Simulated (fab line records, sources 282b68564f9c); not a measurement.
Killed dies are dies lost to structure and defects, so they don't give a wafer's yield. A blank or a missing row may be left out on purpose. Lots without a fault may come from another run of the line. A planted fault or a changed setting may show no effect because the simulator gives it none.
fab line records | flow rit_cmos
record lots=7 wafers=21 last_day=7
route steps=202 shown NWELL@32 PWELL@39
lots that met no fault: from a run of the same line without faults
start_h: hours from the record's first day to the start of the lot's first wafer shown | wait_h: hours since the lot's step before | " the same as in the row above | L1.1+2: a row that stands for several wafers | - no value, or no start given | * or withheld: withheld | < > ~ a bound
route shown NAME@n: a module of which the file shows steps, and the number in the route of the first | usual: mean/standard deviation of fault-free wafers | same: alike in all rows | chamber/n: place in a boat | sites: the reading at each site | _std_site: their standard deviation | _edge_site: outer sites' mean less inner sites' | radius_mm: how far each site lies from the wafer's centre | mask NAME#n: copy n | behind: the tool/chamber that last shaped the wafer | hold: why the lot was held/for how many hours/how that ended | device: the transistor (n, p or np) that didn't switch | end of line: the same wafers' tests at the end of the route | a step without rows: its recipe alone | killed: dies lost to structure and defects at the first sort, not the wafer's yield | map: a wafer's dies, x killed, . not, _ none there
set.NAME: the setting as run; set.NAME@STEP: as run at that earlier step | model.NAME: the simulator's own value behind a step, which no gauge read
lots at some steps of the route; a table a step, a row a wafer
services: from which hour (start_h, from the record's first day; less than 0 if before it) a tool's chamber was out of use, for how many hours, and why
## steps
# step RIT_NWELL_PEB_04
# recipe resist=NOVOLAK temp_c=withheld time_s=withheld
# step RIT_NWELL_DEVELOP_05
# recipe resist=NOVOLAK develop_time_s=68 dev_temp_c=23
# step RIT_NWELL_OVL_MEAS_06
# usual NWELL_OVL=0.1/1.1
# columns lot.wafer tool chamber start_h wait_h NWELL_OVL[nm]
L832.2 overlay-01 - 31.67 - 1.0
L832.3 " - " " 1.7
L832.5 " - " " 1.3
L839.2 overlay-01 - 68.35 - -0.8
L839.3 " - " " 0.4
L839.6 " - " " -1.4
L846.2 overlay-02 - 102.17 - -0.8
L846.3 " - " " 0.4
L846.4 " - " " -0.3
L847.1 overlay-02 - 110.61 - 1.5
L847.2 " - " " 0.7
L847.6 " - " " -0.4
L848.2 overlay-01 - 115.96 - -0.7
L848.3 " - " " -0.9
L848.4 " - " " 0.3
L851.3 overlay-01 - 128.33 - 0.2
L851.4 " - " " 0.8
L851.6 " - " " -1.3
L853.2 overlay-02 - 137.65 - 2.1
L853.4 " - " " 2.2
L853.6 " - " " 2.3
# step RIT_NWELL_HARDBAKE_07
# recipe resist=NOVOLAK temp_c=140 time_s=120
# step RIT_NWELL_IMPLANT_08
# recipe species=P energy_kev=170 dose_cm2=5e+13 tilt_deg=6.797
# step RIT_NWELL_STRIP_09
# recipe chemistry=O2 time_s=180 resist=NOVOLAK platen_temp_c=withheld power_w=500 pressure_mtorr=4000 o2_flow_sccm=4000
# usual drypump_motor_current_A=5.5/0.55
# columns lot.wafer tool chamber start_h wait_h drypump_motor_current_A rf_hours_counter_h
L832.2 plasma_asher-03 0 32.10 0.1 6.3 22
L832.3 " 1 " " 5.8 -
L832.5 " 1 " " 5.8 -
L839.2 plasma_asher-01 1 68.78 0.1 5.0 44
L839.3 " 1 " " 5.0 -
L839.6 " 1 " " 5.0 -
L846.2 plasma_asher-01 1 102.60 0.1 5.0 47
L846.3 " 1 " " 5.0 -
L846.4 " 0 " " 4.9 -
L847.1 plasma_asher-04 1 111.04 0.1 5.9 45
L847.2 " 0 " " 5.4 45
L847.6 " 1 " " 6.0 -
L848.2 plasma_asher-04 1 116.39 0.1 5.9 46
L848.3 " 1 " " 5.9 -
L848.4 " 0 " " 5.4 -
L851.3 plasma_asher-01 0 128.81 0.1 4.9 -
L851.4 " 1 " " 5.0 -
L851.6 " 1 " " 5.0 -
L853.2 plasma_asher-01 1 138.08 0.1 5.0 2
L853.4 " 1 " " 5.0 -
L853.6 " 0 " " 5.0 -
# step RIT_NWELL_TW_MEAS_10
# usual NWELL_TW=2153/12
# columns lot.wafer tool chamber start_h wait_h NWELL_TW
L832.2 film_metro-04 - 32.29 0.1 2145
L832.3 " - " " 2141
L832.5 " - " " 2142
L839.2 film_metro-02 - 68.97 0.1 2150
L839.3 " - " " 2145
L839.6 " - " " 2158
L846.2 film_metro-03 - 102.79 0.1 2150
L846.3 " - " " 2141
L846.4 " - " " 2150
L847.1 film_metro-03 - 111.22 0.1 2157
L847.2 " - " " 2136
L847.6 " - " " 2151
L848.2 film_metro-04 - 116.57 0.1 2152
L848.3 " - " " 2138
L848.4 " - " " 2144
L851.3 film_metro-04 - 128.94 0.1 2170
L851.4 " - " " 2154
L851.6 " - " " 2163
L853.2 film_metro-04 - 138.27 0.1 2160
L853.4 " - " " 2160
L853.6 " - " " 2168
# step RIT_PWELL_HMDS_00
# recipe prime_time_s=60 prime_temp_c=140
# step RIT_PWELL_COAT_01
# recipe resist=NOVOLAK spin_rpm=2000 resist_thk_nm=1300
# step RIT_PWELL_SOFTBAKE_02
# recipe resist=NOVOLAK temp_c=90 time_s=61.68
# usual chill_plate_temp_C=23.00/0.11 plate_sensor_t_centre_C=90.969/0.01 plate_sensor_t_edge_C=91.021/0.011
# columns lot.wafer tool chamber start_h wait_h chill_plate_temp_C plate_sensor_t_centre_C plate_sensor_t_edge_C
L832.2 litho_track-04 0 32.66 0.1 23.06 90.966 91.021
L832.3 " 0 " " 22.93 90.967 91.021
L832.5 " 0 " " 23.00 90.957 91.014
L839.2 litho_track-01 0 69.36 0.1 22.74 90.987 91.021
L839.3 " 0 " " 22.81 90.962 91.018
L839.6 " 0 " " 22.96 90.980 90.999
L846.2 litho_track-04 0 103.16 0.1 23.03 90.963 91.013
L846.3 " 0 " " 23.14 90.980 91.016
L846.4 " 0 " " 22.90 90.970 91.019
L847.1 litho_track-03 0 111.58 0.1 23.15 90.974 91.018
L847.2 " 0 " " 22.99 90.943 91.020
L847.6 " 0 " " 23.08 90.958 91.009
L848.2 litho_track-03 0 116.95 0.1 23.21 90.986 91.020
L848.3 " 0 " " 22.95 90.971 91.027
L848.4 " 0 " " 23.00 90.966 91.020
L851.3 litho_track-04 0 129.33 0.1 22.94 90.970 91.025
L851.4 " 0 " " 22.94 90.981 91.019
L851.6 " 0 " " 23.03 90.974 91.012
L853.2 litho_track-04 0 138.64 0.1 22.91 90.967 91.029
L853.4 " 0 " " 23.02 90.953 91.008
L853.6 " 0 " " 22.94 90.966 91.040
# step RIT_PWELL_EXPOSE_03
# recipe mask_id=M3 na=0.57 target_cd_nm=43700 dose_mj=250
# step RIT_PWELL_PEB_04
# recipe resist=NOVOLAK temp_c=withheld time_s=withheld
# step RIT_PWELL_DEVELOP_05
# recipe resist=NOVOLAK develop_time_s=68 dev_temp_c=23
# usual chill_plate_temp_C=22.99/0.092 develop_time_s=68/0
# columns lot.wafer tool chamber start_h wait_h chill_plate_temp_C develop_time_s
L832.2 litho_track-04 0 33 - 22.95 68
L832.3 " 0 " " 22.86 68
L832.5 " 0 " " 22.92 68
L839.2 litho_track-01 0 69 - 22.94 68
L839.3 " 0 " " 22.97 68
L839.6 " 0 " " 22.98 68
L846.2 litho_track-01 - 103 - - -
L846.3 " - " " - -
L846.4 " - " " - -
L847.1 litho_track-01 - 112 - - -
L847.2 " - " " - -
L847.6 " - " " - -
L848.2 litho_track-03 - 117 - - -
L848.3 " - " " - -
L848.4 " - " " - -
L851.3 litho_track-04 0 129 - 23.02 68
L851.4 " 0 " " 22.99 68
L851.6 " 0 130 - 22.99 68
L853.2 litho_track-01 0 139 - 22.98 68
L853.4 " 0 " " 23.09 68
L853.6 " 0 " " 23.00 68
# step RIT_PWELL_OVL_MEAS_06
# usual PWELL_OVL=-0.2/1.5
# columns lot.wafer tool chamber start_h wait_h PWELL_OVL[nm]
L832.2 overlay-01 - 33.22 - -0.2
L832.3 " - " " -0.5
L832.5 " - " " -0.8
L839.2 overlay-02 - 69.92 - 0.3
L839.3 " - " " 1.3
L839.6 " - " " -0.5
L846.2 overlay-01 - 103.72 - -
L846.3 " - " " -
L846.4 " - " " -
L847.1 overlay-02 - 112.25 - -
L847.2 " - " " -
L847.6 " - " " -
L848.2 overlay-01 - 117.51 - -
L848.3 " - " " -
L848.4 " - " " -
L851.3 overlay-01 - 130.06 - 0.2
L851.4 " - " " -0.1
L851.6 " - " " -0.4
L853.2 overlay-01 - 139.33 - 0.8
L853.4 " - " " 0.0
L853.6 " - " " 1.9
## services
# columns tool chamber start_h hours kind
plasma_asher-04 - 10.15 1.2 repair
plasma_asher-01 - 16.35 1.0 repair
plasma_asher-01 - 40.16 3.9 repair
plasma_asher-04 - 46.52 3.4 repair
plasma_asher-04 - 59.29 5.9 repair
plasma_asher-04 - 68.83 0.6 repair
plasma_asher-03 - 101.48 7.2 repair
plasma_asher-01 - 108.75 9.0 pm
plasma_asher-01 0 108.75 9.0 vent_cycle
plasma_asher-01 1 108.75 9.0 vent_cycle
plasma_asher-01 0 117.75 - clean
plasma_asher-01 1 117.75 - clean
## key
first_sign step=RIT_PWELL_DEVELOP_05 reading=tool_record direction=missing
effect none on later readings
met_at RIT_PWELL_DEVELOP_05
struck_wafers L846.2,L846.3,L846.4,L847.1,L847.2,L847.6,L848.2,L848.3,L848.4
rows_end L846.4,L847.1,L848.2,L848.4
sort_left_out L846.2,L846.3,L847.2,L847.6,L848.3
tester_left_out L846,L847,L848
onset_between 69 103
fault kind=skipped_step_whole tool=litho_track-01,litho_track-03 chamber=- onset_h=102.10 steps=RIT_PWELL_DEVELOP_05 scope=struck_lots_only
# tester_left_out: of these lots the tester's yield and bins aren't shown, on N5 and GAA mostly nor the transistor test; their killed dies are dies lost to structure and defects alone, not to doping, threshold or leakage, so they don't give the yield
# sort_left_out: the simulated sort isn't trusted on such a fault, so these wafers' sort isn't shown, and their yield isn't known
# rows_end: these wafers met a further fault down the route, and their rows from its step on are left out
